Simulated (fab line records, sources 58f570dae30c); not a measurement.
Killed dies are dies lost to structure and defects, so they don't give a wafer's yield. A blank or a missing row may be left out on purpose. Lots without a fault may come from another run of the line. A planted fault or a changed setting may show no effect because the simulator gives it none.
Split-lot experiment | flow berkeley_cmos170 | 5 lots, 23 wafers read, on a route of 331 steps

THE SPLIT
At UCB170_NWELL_OXIDATION_01 (target thk 26.4 nm, ox time 1260 s), the setting temp_c was moved away from the recipe's 1000 C on 20 of the 23 wafers read, by -2.2% to +1.9%. The other wafers ran this setting at the recipe's value.

The file shows no step between the split and the reading.

THE READING
NWELL_OXIDE_THK, in nm, at UCB170_NWELL_THK_MEAS_02. Fault-free wafers of this fab line usually give 26.1 nm, standard deviation 0.51 nm.

wafer  | tool, chamber at the split | temp_c as run, C | against the recipe | NWELL_OXIDE_THK, nm | against lot-mates on the recipe
L074.1 | furnace-02, 0              | 1000             | recipe             | 25.7                | -
L074.2 | furnace-02, 0              | 1000             | recipe             | 26.0                | -
L074.3 | furnace-02, 0              | 1000             | recipe             | 25.8                | -
L076.1 | -, -                       | 977.9            | -2.2%              | 20.9                | no lot-mate on the recipe
L076.2 | -, -                       | 977.9            | -2.2%              | 21.4                | no lot-mate on the recipe
L076.3 | -, -                       | 977.9            | -2.2%              | 20.8                | no lot-mate on the recipe
L076.4 | -, -                       | 977.9            | -2.2%              | 20.7                | no lot-mate on the recipe
L076.6 | -, -                       | 977.9            | -2.2%              | 21.3                | no lot-mate on the recipe
L077.1 | -, -                       | 1012             | +1.2%              | 28.9                | no lot-mate on the recipe
L077.3 | -, -                       | 1012             | +1.2%              | 29.2                | no lot-mate on the recipe
L077.4 | -, -                       | 1012             | +1.2%              | 29.1                | no lot-mate on the recipe
L077.5 | -, -                       | 1012             | +1.2%              | 29.1                | no lot-mate on the recipe
L077.6 | -, -                       | 1012             | +1.2%              | 28.9                | no lot-mate on the recipe
L081.2 | -, -                       | 1009             | +0.9%              | 28.0                | no lot-mate on the recipe
L081.3 | -, -                       | 1009             | +0.9%              | 27.8                | no lot-mate on the recipe
L081.4 | -, -                       | 1009             | +0.9%              | 28.1                | no lot-mate on the recipe
L081.5 | -, -                       | 1009             | +0.9%              | 28.3                | no lot-mate on the recipe
L081.6 | -, -                       | 1009             | +0.9%              | 28.4                | no lot-mate on the recipe
L082.2 | -, -                       | 1019             | +1.9%              | 29.9                | no lot-mate on the recipe
L082.3 | -, -                       | 1019             | +1.9%              | 30.2                | no lot-mate on the recipe
L082.4 | -, -                       | 1019             | +1.9%              | 30.5                | no lot-mate on the recipe
L082.5 | -, -                       | 1019             | +1.9%              | 30.2                | no lot-mate on the recipe
L082.6 | -, -                       | 1019             | +1.9%              | 29.9                | no lot-mate on the recipe

THE FIT
A straight line over all 23 wafers: NWELL_OXIDE_THK changes by +2.27 nm for each +1% of temp_c; r = +1.00; the points scatter about the line by 0.29 nm.
Too few moved wafers have a lot-mate on the recipe to fit a line with each lot's own level taken away.

THE WHOLE CHAIN: every reading that the file lists as answering this split, in the file's order
step                      | what it does                       | reading                                                                            | change (the file's fit)              | r (the file's)
UCB170_NWELL_OXIDATION_01 | target thk 26.4 nm, ox time 1260 s | SiO2_of_NWELL_OXIDATION_01.thk_nm (the simulator's own value, which no gauge read) | +2.28 nm for each +1% of the setting | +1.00
UCB170_NWELL_THK_MEAS_02  |                                    | NWELL_OXIDE_THK                                                                    | +2.27 for each +1% of the setting    | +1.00

THE FILE'S OWN FIT
NWELL_OXIDE_THK changes by +2.27 nm for each +1% of temp_c, r = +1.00.
